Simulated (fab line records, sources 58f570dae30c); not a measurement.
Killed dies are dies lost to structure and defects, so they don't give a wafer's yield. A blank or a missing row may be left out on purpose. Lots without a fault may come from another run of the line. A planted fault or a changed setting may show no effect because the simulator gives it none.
One fault seen from 2 desks | flow berkeley_cmos170 | each desk has only its own numbers; what lay behind them comes last

THE METROLOGY DESK
What the gauges read, lot by lot, whatever tool the lot ran on: means of the sampled wafers that have a number. A lot is out of limits, marked OUT, if its mean lies more than 4 standard deviations from the usual mean; the brackets give that distance.
Columns: A = PSD_OVL at UCB170_PSD_OVL_MEAS_07, usual 0 nm; B = SILICIDE_TI_THK at UCB170_SILICIDE_THK_MEAS_03, usual 29.7 nm; C = V1_TEOS_THK at UCB170_V1_THK_MEAS_01, usual 1999 nm; D = V1_POLISHED_THK at UCB170_V1_THK_MEAS_04, usual 1000.1 nm
lot  | first seen here | A   | B    | C               | D
L972 | day 7 23:50     | 2   | 29.9 | 1994            | 999.9
L970 | day 8 00:23     | -3  | 29.7 | 1951            | 1001.2
L973 | day 8 10:42     | 2   | 29.2 | 1986            | 999.9
L974 | day 8 10:47     | 2   | 29.4 | 2002            | 1000.2
L976 | day 9 02:19     | -1  | 30.2 | 2044            | 999.5
L979 | day 9 09:05     | 7   | 30.0 | 2028            | 1000.9
L978 | day 9 09:13     | -2  | 29.3 | 1988            | 1001.8
L982 | day 9 21:13     | 6   | 30.0 | 1972            | 1000.2
L984 | day 10 07:31    | -3  | 29.2 | 1832 (-4.9) OUT | 861.5 (-99 or more) OUT
L985 | day 10 23:59    | -13 | 29.7 | 1801 (-5.8) OUT | 785.0 (-99 or more) OUT
L989 | day 11 19:54    | -5  | 29.8 | 1964            | 999.8
L992 | day 12 02:42    | 1   | 29.9 | 1980            | 999.7
L991 | day 12 02:49    | 3   | 29.5 | 2019            | 999.9
L993 | day 12 11:14    | -0  | 29.7 | 2014            | 999.7
This desk's finding: out of limits on L984, L985; first on L984, day 10 22:10 (V1_TEOS_THK at UCB170_V1_THK_MEAS_01). In limits: L972, L970, L973, L974, L976, L979, L978, L982, L989, L992, L991, L993.

THE TOOL OWNER'S DESK: pecvd-02
The tool's own readings at UCB170_V1_CVD_00 (deposits SiO2 from TEOS/O2, target thk 2000 nm, time 250 s): means of the sampled wafers that have a number, for each lot that ran on this tool. A lot is out of limits, marked OUT, if its mean lies more than 4 standard deviations from the usual mean; the brackets give that distance.
Columns: A = heater_power_w at UCB170_V1_CVD_00, usual 249 W
lot  | first seen here | A
L974 | day 9 01:33     | 208
L976 | day 9 16:27     | 234
L982 | day 10 08:55    | 237
L984 | day 10 22:01    | 230
L985 | day 11 13:47    | 261
This desk's finding: nothing out of limits on any of the 5 lots.

PUT TOGETHER
The metrology desk could have raised an alarm at day 10 22:10, on L984, L985.
The tool owner's desk saw nothing out of limits.
The tool owner's desk has L984, L985 on record, within its limits.
Of the lots named, all ran UCB170_V1_CVD_00 on pecvd-02.

WHAT THE SIMULATOR HAD PUT IN
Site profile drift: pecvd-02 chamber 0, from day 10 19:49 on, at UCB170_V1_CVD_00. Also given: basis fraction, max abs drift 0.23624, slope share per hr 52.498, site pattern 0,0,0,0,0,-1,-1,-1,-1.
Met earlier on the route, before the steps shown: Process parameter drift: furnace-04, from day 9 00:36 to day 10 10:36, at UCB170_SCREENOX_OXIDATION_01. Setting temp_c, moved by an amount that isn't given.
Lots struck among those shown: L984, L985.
Hours from the fault's start to each desk's first reading out of limits: the metrology desk, 2.
